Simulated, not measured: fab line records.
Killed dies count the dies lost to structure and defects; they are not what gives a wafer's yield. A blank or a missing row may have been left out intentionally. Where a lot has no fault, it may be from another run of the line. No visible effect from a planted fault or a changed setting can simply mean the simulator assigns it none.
Which tool did it?	flow ritCmos	7 lots with 21 wafers sampled at 2 steps, on a route of 202 steps

## WHAT THE GAUGES READ, wafer by wafer
RIT_PSD_TW_MEAS_10.
lot	measured	on	PSD_TW
L719	day 3 07:49	filmMetro-01	3433 3405 3409
L722	day 3 23:55	filmMetro-01	3404 3392 3412
L724	day 4 08:19	filmMetro-01	3423 3414 3428
L727	day 5 05:00	filmMetro-01	3609 3599 3614
L735	day 6 16:02	filmMetro-02	3413 3447 3417
L739	day 7 11:46	filmMetro-02	3447 3442 3464
L741	day 8 02:14	filmMetro-01	3399 3395 3397

## WHAT TOOL EACH LOT RAN ON (gives the tool, then ch and the chambers of the sampled wafers, and finally the start)
lot	RIT_PSD_IMPLANT_08
L719	implanter-02 ch 0, day 3 07:29
L722	implanter-04 ch 0, day 3 23:35
L724	implanter-01 ch 0, day 4 07:59
L727	implanter-04 ch 0, day 5 04:41
L735	implanter-02 ch 0, day 6 15:42
L739	implanter-04 ch 0, day 7 11:26
L741	implanter-01 ch 0, day 8 01:55
- RIT_PSD_IMPLANT_08

## THE ANSWER, worked out from the rows above alone
Rule: the usual values come from the lots themselves. Put in order of their means at a reading, lots are off if they are a third of the lots or fewer, leave a main group of 4 or more, and stand apart from it by a gap of 3 or more times the standard deviation of the main group's means; of several such gaps the widest counts. The tables above print the reading to a certain number of digits; a main group whose means all agree to those digits is not used. A lot without any number at a reading at which 4 lots or more have one is off too. Where the step has rows for the other lots, those lots are counted as sound.
Off: L727, seen at RIT_PSD_TW_MEAS_10 (PSD_TW). The main group has a mean of 3419 with a standard deviation of 17.
If a tool, at a process step before that reading, ran all the lots that are off and no sound lot after the first of them, it fits. Those tools and the gauges at RIT_PSD_TW_MEAS_10 are tried in the same way. Of those tried, none fits.

## WHAT THE SIMULATOR HAD PUT IN
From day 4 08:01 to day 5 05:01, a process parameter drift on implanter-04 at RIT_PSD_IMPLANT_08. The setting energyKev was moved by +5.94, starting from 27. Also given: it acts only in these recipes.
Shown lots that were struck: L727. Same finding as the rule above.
